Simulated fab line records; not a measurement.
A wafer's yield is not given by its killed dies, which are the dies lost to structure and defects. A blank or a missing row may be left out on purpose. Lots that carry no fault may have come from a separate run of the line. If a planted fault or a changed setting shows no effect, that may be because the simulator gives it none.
Which tool did it? || flow berkeley-cmos170 || Sampling: 7 lots, 21 wafers, 3 of 331 route steps

== WHAT EACH GAUGE READ, for each wafer ==
UCB170_SPACER_THK_MEAS_01.
{"lot": "L416", "measured": "day 7 14:21", "on": "film-metro-01", "SPACER_TEOS_THK (nm)": "362 369 376"}
{"lot": "L419", "measured": "day 8 16:10", "on": "film-metro-03", "SPACER_TEOS_THK (nm)": "369 383 380"}
{"lot": "L425", "measured": "day 8 16:09", "on": "film-metro-02", "SPACER_TEOS_THK (nm)": "371 382 378"}
{"lot": "L424", "measured": "day 8 16:09", "on": "film-metro-01", "SPACER_TEOS_THK (nm)": "375 373 380"}
{"lot": "L428", "measured": "day 9 23:01", "on": "film-metro-02", "SPACER_TEOS_THK (nm)": "365 320 323 365 320 323"}
{"lot": "L432", "measured": "day 10 10:43", "on": "film-metro-03", "SPACER_TEOS_THK (nm)": "376 311 368 376 311 368"}
{"lot": "L438", "measured": "day 11 15:15", "on": "film-metro-03", "SPACER_TEOS_THK (nm)": "370 366 373"}

== WHICH TOOL RAN EACH LOT (tool, then ch and the chambers of the sampled wafers, then the start) ==
{"lot": "L416", "UCB170_GATE_STRIP_16": "plasma-asher-04 ch 0,1, day 7 08:10", "UCB170_SPACER_CVD_00": "pecvd-03 ch 0,1, day 7 14:19"}
{"lot": "L419", "UCB170_GATE_STRIP_16": "plasma-asher-01 ch 0,1, day 8 10:23", "UCB170_SPACER_CVD_00": "pecvd-04 ch 0,1,2, day 8 16:07"}
{"lot": "L425", "UCB170_GATE_STRIP_16": "plasma-asher-01 ch 0,1, day 8 09:47", "UCB170_SPACER_CVD_00": "pecvd-02 ch 0,2, day 8 16:07"}
{"lot": "L424", "UCB170_GATE_STRIP_16": "plasma-asher-04 ch 0,1, day 8 10:16", "UCB170_SPACER_CVD_00": "pecvd-03 ch 0,1, day 8 16:07"}
{"lot": "L428", "UCB170_GATE_STRIP_16": "plasma-asher-01 ch 0,1, day 9 16:08", "UCB170_SPACER_CVD_00": "pecvd-03 ch 0,1, day 9 22:58"}
{"lot": "L432", "UCB170_GATE_STRIP_16": "plasma-asher-02 ch 0,1, day 10 05:02", "UCB170_SPACER_CVD_00": "pecvd-03 ch 0,1,2, day 10 10:41"}
{"lot": "L438", "UCB170_GATE_STRIP_16": "plasma-asher-01 ch 0,1, day 11 09:29", "UCB170_SPACER_CVD_00": "pecvd-02 ch 0,2, day 11 15:11"}
- UCB170_GATE_STRIP_16: strips in O2.
- UCB170_SPACER_CVD_00: deposits SiO2 from TEOS/O2, target thk 376 nm, time 47 s.

== THE ANSWER, worked out from the rows above alone ==
Rule: the lots themselves supply what counts as usual. The widest of any qualifying gaps counts: lots, ordered by their means at a reading, are off when they make up no more than a third of the lots, leave a main group of 4 or more, and stand apart from it by 3 or more times the standard deviation of that group's means. If all means in a main group match to the digits the tables above print for the reading, that group is not used. A lot without any number at a reading at which 4 lots or more have one is off too. Where the step has rows for the other lots, those lots are counted as sound.
Off: at UCB170_SPACER_THK_MEAS_01 (SPACER_TEOS_THK), L428, L432. For the main group the mean is 374 nm and the standard deviation 3.7.
A tool fits if, at a process step before that reading, it ran every lot that is off, and no sound lot after the first of them. Those tools and the gauges at UCB170_SPACER_THK_MEAS_01 are tried in the same way. One fits: pecvd-03 at UCB170_SPACER_CVD_00. A fault onset in the window from L424 (day 8 16:07, its last sound lot) to L428 (day 9 22:58, its first lot off) fits.

== WHAT THE SIMULATOR PUT IN ==
pecvd-03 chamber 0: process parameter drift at UCB170_SPACER_CVD_00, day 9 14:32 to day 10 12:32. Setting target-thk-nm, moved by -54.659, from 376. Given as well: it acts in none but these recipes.
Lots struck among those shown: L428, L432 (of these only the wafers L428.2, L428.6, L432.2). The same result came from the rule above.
